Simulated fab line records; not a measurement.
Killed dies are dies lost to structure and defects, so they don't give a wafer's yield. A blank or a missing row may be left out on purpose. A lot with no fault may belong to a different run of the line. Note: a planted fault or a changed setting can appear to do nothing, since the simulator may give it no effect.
What tool caused it? :: flow ritCmos :: 18 wafers from 6 lots sampled at 2 of the route's 202 steps

== WHAT EACH GAUGE READ, for each wafer ==
RIT_SPACER_THK_MEAS_04.
lot: L323
measured: day 3 03:17
on: filmMetro-03
SPACER_NITRIDE_THK (nm): 251 250 250

lot: L326
measured: day 3 20:13
on: filmMetro-01
SPACER_NITRIDE_THK (nm): 249 249 250

lot: L328
measured: day 4 08:41
on: filmMetro-02
SPACER_NITRIDE_THK (nm): 249 248 247

lot: L330
measured: day 4 18:53
on: filmMetro-01
SPACER_NITRIDE_THK (nm): 256 256 255

lot: L334
measured: day 5 15:19
on: filmMetro-03
SPACER_NITRIDE_THK (nm): 169 170 168

lot: L342
measured: day 7 07:34
on: filmMetro-01
SPACER_NITRIDE_THK (nm): 242 246 245

== TOOL THAT RAN EACH LOT (tool first, then ch and the chambers of the sampled wafers, then the start) ==
lot: L323
RIT_SPACER_CVD_03: lpcvd-01 ch 1, day 3 01:20

lot: L326
RIT_SPACER_CVD_03: lpcvd-02 ch 0, day 3 18:17

lot: L328
RIT_SPACER_CVD_03: lpcvd-02 ch 1, day 4 06:47

lot: L330
RIT_SPACER_CVD_03: lpcvd-01 ch 1, day 4 16:57

lot: L334
RIT_SPACER_CVD_03: lpcvd-01 ch 0, day 5 13:24

lot: L342
RIT_SPACER_CVD_03: lpcvd-02 ch 0, day 7 05:38
- RIT_SPACER_CVD_03: deposits Si3N4 from SiH2Cl2/NH3, target thk 250 nm, time 3300 s.

== THE ANSWER, worked out from the rows above alone ==
Rule: the lots themselves supply what counts as usual. Put in order of their means at a reading, lots are off if they are a third of the lots or fewer, leave a main group of 4 or more, and stand apart from it by a gap of 3 or more times the standard deviation of the main group's means; of several such gaps the widest counts. If all means in a main group match to the digits the tables above print for the reading, that group is not used. Also off: a lot with no number at a reading for which 4 or more lots have one. The other lots that the step has rows for count as sound.
Off: at RIT_SPACER_THK_MEAS_04 (SPACER_NITRIDE_THK), L334. The main group has a mean of 250 nm with a standard deviation of 3.7.
If a tool, at a process step before that reading, ran all the lots that are off and no sound lot after the first of them, it fits. Those tools and the gauges at RIT_SPACER_THK_MEAS_04 are tried in the same way. 2 tools fit, lpcvd-01 at RIT_SPACER_CVD_03 and filmMetro-03 at RIT_SPACER_THK_MEAS_04, so this cannot tell which one it is.

== WHAT HAD BEEN PUT IN BY THE SIMULATOR ==
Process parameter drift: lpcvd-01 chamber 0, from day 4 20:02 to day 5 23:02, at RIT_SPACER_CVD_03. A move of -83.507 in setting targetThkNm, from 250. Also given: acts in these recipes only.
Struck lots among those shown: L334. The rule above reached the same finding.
